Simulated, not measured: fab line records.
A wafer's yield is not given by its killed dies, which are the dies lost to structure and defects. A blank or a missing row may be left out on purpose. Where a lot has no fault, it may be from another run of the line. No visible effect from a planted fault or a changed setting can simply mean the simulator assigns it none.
Which tool did it? -- flow rit cmos -- 7 lots with 21 wafers sampled at 2 steps, on a route of 202 steps

## WHAT EACH GAUGE READ, for each wafer
RIT_ACTIVE_CD_MEAS_11: the cd target is 1400 nm.
lot,measured,on,cd nm (nm)
L771,day 1 19:35,cd sem-01,1401.6 1402.7 1403.5
L777,day 3 01:34,cd sem-01,1397.3 1398.7 1395.2
L782,day 4 03:01,cd sem-01,1398.1 1399.3 1399.0
L785,day 4 17:29,cd sem-02,1399.7 1399.5 1399.8
L787,day 5 05:26,cd sem-02,1401.9 1401.9 1404.5
L791,day 5 23:40,cd sem-01,1400.9 1400.2 1401.6
L793,day 6 10:58,cd sem-02,1399.9 1400.4 1399.8

## WHICH TOOL RAN EACH LOT (tool, then ch and the chambers of the sampled wafers, then the start)
lot,RIT_ACTIVE_EXPOSE_08
L771,"iline stepper-02 ch 0, day 1 19:11"
L777,"iline stepper-01 ch 0, day 3 01:10"
L782,"iline stepper-02 ch 0, day 4 02:37"
L785,"iline stepper-02 ch 0, day 4 17:05"
L787,"iline stepper-02 ch 0, day 5 05:02"
L791,"iline stepper-02 ch 0, day 5 23:16"
L793,"iline stepper-02 ch 0, day 6 10:29"
- RIT_ACTIVE_EXPOSE_08: exposes mask M1, target cd 1400 nm.

## THE ANSWER, worked out from the rows above alone
Rule: what is usual is taken from the lots themselves. The widest of any qualifying gaps counts: lots, ordered by their means at a reading, are off when they make up no more than a third of the lots, leave a main group of 4 or more, and stand apart from it by 3 or more times the standard deviation of that group's means. If all means in a main group match to the digits the tables above print for the reading, that group is not used. Also off: a lot with no number at a reading for which 4 or more lots have one. All remaining lots with rows at the step are treated as sound.
No lot is off at any reading shown: from this, nothing can be told.

## WHAT THE SIMULATOR HAD INSERTED
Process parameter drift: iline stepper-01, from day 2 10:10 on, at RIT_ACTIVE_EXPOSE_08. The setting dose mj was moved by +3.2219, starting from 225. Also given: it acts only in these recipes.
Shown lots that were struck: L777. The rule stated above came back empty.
